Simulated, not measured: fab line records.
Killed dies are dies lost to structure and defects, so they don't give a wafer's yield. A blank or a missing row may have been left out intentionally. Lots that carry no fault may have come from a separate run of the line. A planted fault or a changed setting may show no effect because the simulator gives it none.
Problem report in the 8D (eight disciplines) form, filled by code -- flow berkeley cmos170 -- the parts of the form that need people (team, actions taken, sign-off) are left out

== 1. PROBLEM STATEMENT ==
A mean of 101.1 s is read at UCB170_GATE_ETCH_15 for run length s, taken on 1 wafer of 1 lot, against 84.5 s (standard deviation 0.45) on wafers free of any fault. Measured from the usual mean, that is +37 standard deviations.
The step: etches poly-Si in HBr/Cl2, stops on SiO2, time 56.3 s, target depth 278.2 nm.
First seen on wafer L585.5, day 6 19:53, on rie si-01. Wafers with a number at this step in the record: 39, from 13 lots. By rule, "out" or "out of limits" means more than 4 standard deviations away from the usual mean. All remaining wafers that have a number are taken as sound.

== 2. WHAT THIS IS AND IS NOT ==
question,is,is not
which readings at this step,"run length s, oes product au","drypump motor current A, he backside leak sccm, throttle valve pct"
which lots,L585,"L583, L584, L586, L588, L594, L598, L599, L600, L601, L603, L604, L605"
which wafers of those lots,L585.5,"L585.1, L585.2"
read on which tools,rie si-01,rie si-02
when,from day 6 19:53,"up to then (8 sound wafers); but 30 sound wafers of L586, L588, L594, L598, L599, L600, L601, L603, L604, L605 came after"

== 3. THE SUSPECTS, EACH WITH WHAT RULES IT OUT ==
Counting: any tool at a process step up to the reading remains a suspect provided it ran every lot that is out. Sound lots after the first of them don't rule it out here, since some wafers of a struck lot are sound.
- plasma asher-03 at UCB170_PVT_STRIP_08 (strips in O2): kept. It ran the lot that is out, L585 (day 6 06:50).
- rie si-01 at UCB170_GATE_ETCH_15 (etches poly-Si in HBr/Cl2, stops on SiO2, time 56.3 s, target depth 278.2 nm): kept. It ran the lot that is out, L585 (day 6 19:53); its last sound lot up to then is L584 (day 6 06:17). Out on those wafers are its own readings of oes product au, run length s.
- At UCB170_GATE_ETCH_15, inside rie si-01: chamber 3 took the wafers that are out, while their sound lot-mates went through chambers 0, 2.
After counting, plasma asher-03 at UCB170_PVT_STRIP_08 and rie si-01 at UCB170_GATE_ETCH_15 remain.

== 4. THE CAUSE (what the simulator had put in) ==
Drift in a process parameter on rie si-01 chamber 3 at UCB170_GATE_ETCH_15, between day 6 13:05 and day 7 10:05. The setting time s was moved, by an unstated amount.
Counting left 2 suspects, and this tool is among them.

== 5. THE EFFECT CHAIN, in route order ==
One row per reading whose mean, taken over the struck wafers that have a number, lies over 3 standard deviations from the usual. Only readings whose record carries a usual standard deviation are examined. hours: median over the lots of the time between each lot's start at the first step of this table that gives one and its start at this step. sigmas: the change, counted in usual standard deviations.
hours,step,reading,usual,on struck wafers,change,sigmas
0,UCB170_GATE_ETCH_15,oes product au,0.830 a.u.,0.710,-0.120,-10
0,UCB170_GATE_ETCH_15,run length s,84.5 s,101.1,+16.6,+37
The process steps in it:
- UCB170_GATE_ETCH_15: etches poly-Si in HBr/Cl2, stops on SiO2, time 56.3 s, target depth 278.2 nm.
Later measuring or inspecting steps at which every struck wafer that the step has a row for has a number for every such reading, and none has moved that far: UCB170_NLDD_OVL_MEAS_07.

== 6. WHAT WOULD HAVE CAUGHT IT SOONER ==
In this record the first reading out of limits was taken at day 6 19:53, 7 hours after the fault began at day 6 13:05.
